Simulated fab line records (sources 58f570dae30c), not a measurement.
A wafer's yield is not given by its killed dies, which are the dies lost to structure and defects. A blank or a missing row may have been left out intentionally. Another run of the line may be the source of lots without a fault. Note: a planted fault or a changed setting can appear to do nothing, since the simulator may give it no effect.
2 desks looking at one fault / flow berkeleyCmos170 / numbers are kept per desk, each desk with only its own; the story behind them comes last

== FOR THE TOOL OWNER'S DESK: pvdSputter-04 ==
The tool's own readings at UCB170_M2_SPUTTER_01 (material Al, target thk 900 nm, time 120 s): means of the sampled wafers that have a number, for each lot that ran on this tool. A lot is out of limits, marked OUT, if its mean lies more than 4 standard deviations from the usual mean; the brackets give that distance.
Columns: A = cathodeDcPowerW at UCB170_M2_SPUTTER_01, usual 5999.9 W; B = chamberPressurePa at UCB170_M2_SPUTTER_01, usual 0.5000 Pa; C = throttleValvePct at UCB170_M2_SPUTTER_01, usual 30.2 %
lot=L972; first seen here=day 8 18:22; A=5998.9; B=0.5002; C=29.8
lot=L982; first seen here=day 11 02:52; A=7393.9 (+99 or more) OUT; B=0.4998; C=28.5
lot=L986; first seen here=day 11 20:01; A=7394.2 (+99 or more) OUT; B=0.5002; C=29.8
This desk's verdict: out of limits on L982, L986, starting with L982 at day 11 02:52 (cathodeDcPowerW at UCB170_M2_SPUTTER_01). L972: within limits.

== FROM THE METROLOGY DESK ==
What the gauges read for every lot (on any tool): the sampled wafers with a number, averaged. A lot is out of limits, marked OUT, if its mean lies more than 4 standard deviations from the usual mean; the brackets give that distance.
Columns: A = cdNm at UCB170_GATE_CD_MEAS_12, usual 349.7 nm; B = M2_AL_RS at UCB170_M2_RS_MEAS_02, usual 0.0322 ohm/sq; C = M2_AL_THK at UCB170_M2_THK_MEAS_03, usual 904 nm
lot=L970; first seen here=day 7 03:51; A=350.9; B=0.0325; C=893
lot=L972; first seen here=day 7 12:22; A=347.9; B=0.0323; C=895
lot=L975; first seen here=day 8 01:59; A=350.6; B=0.0318; C=916
lot=L973; first seen here=day 8 02:31; A=351.2; B=0.0325; C=888
lot=L974; first seen here=day 8 02:37; A=350.5; B=0.0327; C=893
lot=L976; first seen here=day 8 17:45; A=350.5; B=0.0318; C=915
lot=L978; first seen here=day 9 04:12; A=347.8; B=0.0322; C=908
lot=L982; first seen here=day 9 21:13; A=350.8; B=0.0260 (-14) OUT; C=1107 (+14) OUT
lot=L981; first seen here=day 9 21:27; A=350.1; B=0.0321; C=912
lot=L986; first seen here=day 10 11:40; A=348.5; B=0.0260 (-14) OUT; C=1122 (+16) OUT
lot=L987; first seen here=day 11 00:37; A=349.0; B=0.0316; C=927
lot=L990; first seen here=day 11 00:59; A=351.7; B=0.0329; C=879
lot=L992; first seen here=day 11 15:52; A=348.2; B=0.0319; C=909
lot=L993; first seen here=day 11 16:23; A=350.5; B=0.0319; C=917
This desk's finding: out of limits on L982, L986; first on L982, day 11 02:59 (M2_AL_RS at UCB170_M2_RS_MEAS_02). L970, L972, L975, L973, L974, L976, L978, L981, L987, L990, L992, L993: within limits.

== PUT TOGETHER ==
At day 11 02:52, on L982, L986, the tool owner's desk was in a position to raise an alarm.
On L982, L986, the metrology desk was in a position to raise an alarm at day 11 02:59.
Every lot named ran UCB170_M2_SPUTTER_01 on pvdSputter-04.

== WHAT THE SIMULATOR PUT IN ==
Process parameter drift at UCB170_M2_SPUTTER_01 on pvdSputter-04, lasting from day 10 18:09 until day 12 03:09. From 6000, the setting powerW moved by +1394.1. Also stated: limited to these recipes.
Shown lots that were struck: L982, L986.
Counting hours from when the fault started, the first reading out of limits came at 9 for the tool owner's desk and at 9 for the metrology desk.
